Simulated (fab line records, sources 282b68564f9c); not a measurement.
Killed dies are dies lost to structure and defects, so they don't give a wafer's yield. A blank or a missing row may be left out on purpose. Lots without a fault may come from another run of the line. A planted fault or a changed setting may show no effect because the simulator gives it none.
Which tool did it? | flow rit_cmos | 7 lots, 21 wafers sampled, at 4 steps of a route of 202

WHAT THE GAUGES READ, wafer by wafer
RIT_M1_CD_MEAS_90: target cd 2600 nm.
lot  | measured    | on        | cd_nm (nm)
L648 | day 4 11:55 | cd_sem-02 | 2601.2 2601.8 2602.2
L650 | day 5 00:38 | cd_sem-01 | 2598.9 2600.6 2604.1
L652 | day 5 04:11 | cd_sem-01 | - - -
L654 | day 5 15:41 | cd_sem-02 | - - -
L658 | day 6 22:01 | cd_sem-02 | 2598.3 2599.3 2599.4
L663 | day 7 13:06 | cd_sem-02 | 2599.0 2600.6 2600.4
L666 | day 8 00:59 | cd_sem-02 | 2596.5 2601.1 2600.1

WHICH TOOL RAN EACH LOT (tool, then ch and the chambers of the sampled wafers, then the start)
lot  | RIT_CONTACT_STRIP_12                | RIT_M1_METAL_ETCH_12             | RIT_M1_STRIP_14
L648 | plasma_asher-03 ch 0,1, day 4 08:36 | rie_metal-04 ch 0,1, day 4 11:21 | plasma_asher-04 ch 0,1, day 4 11:44
L650 | plasma_asher-04 ch 0,1, day 4 21:33 | rie_metal-03 ch 0,1, day 5 00:06 | plasma_asher-01 ch 0,1, day 5 00:26
L652 | plasma_asher-04 ch 0,1, day 5 01:16 | rie_metal-01 ch 0,1, day 5 03:41 | plasma_asher-01 ch 0,1, day 5 04:01
L654 | plasma_asher-03 ch 0,1, day 5 12:34 | rie_metal-04 ch 0,1, day 5 15:09 | plasma_asher-04 ch 0,1, day 5 15:29
L658 | plasma_asher-02 ch 0,1, day 6 18:50 | rie_metal-01 ch 0,1, day 6 21:31 | plasma_asher-03 ch 0,1, day 6 21:50
L663 | plasma_asher-04 ch 0,1, day 7 10:04 | rie_metal-04 ch 0,1, day 7 12:35 | plasma_asher-01 ch 0, day 7 12:56
L666 | plasma_asher-03 ch 0,1, day 7 21:51 | rie_metal-04 ch 0,1, day 8 00:28 | plasma_asher-01 ch 0,1, day 8 00:49
- RIT_CONTACT_STRIP_12: strips in O2, time 180 s.
- RIT_M1_METAL_ETCH_12: etches Al in Cl2/BCl3, stops on SiO2, time 165 s, target depth 600 nm.
- RIT_M1_STRIP_14: strips in O2, time 180 s.

THE ANSWER, worked out from the rows above alone
Rule: what is usual is taken from the lots themselves. Put in order of their means at a reading, lots are off if they are a third of the lots or fewer, leave a main group of 4 or more, and stand apart from it by a gap of 3 or more times the standard deviation of the main group's means; of several such gaps the widest counts. A main group whose means are all the same, to the digits that the tables above print for the reading, isn't used. A lot without any number at a reading at which 4 lots or more have one is off too. The other lots that the step has rows for count as sound.
Off: L652, L654, at RIT_M1_CD_MEAS_90 (cd_nm). Without a number there: L652, L654. The main group: mean 2600.2 nm, standard deviation 1.1.
A tool fits if, at a process step before that reading, it ran every lot that is off, and no sound lot after the first of them. The gauges at RIT_M1_CD_MEAS_90 are tried like those tools. None of those tried fits.

WHAT THE SIMULATOR HAD PUT IN
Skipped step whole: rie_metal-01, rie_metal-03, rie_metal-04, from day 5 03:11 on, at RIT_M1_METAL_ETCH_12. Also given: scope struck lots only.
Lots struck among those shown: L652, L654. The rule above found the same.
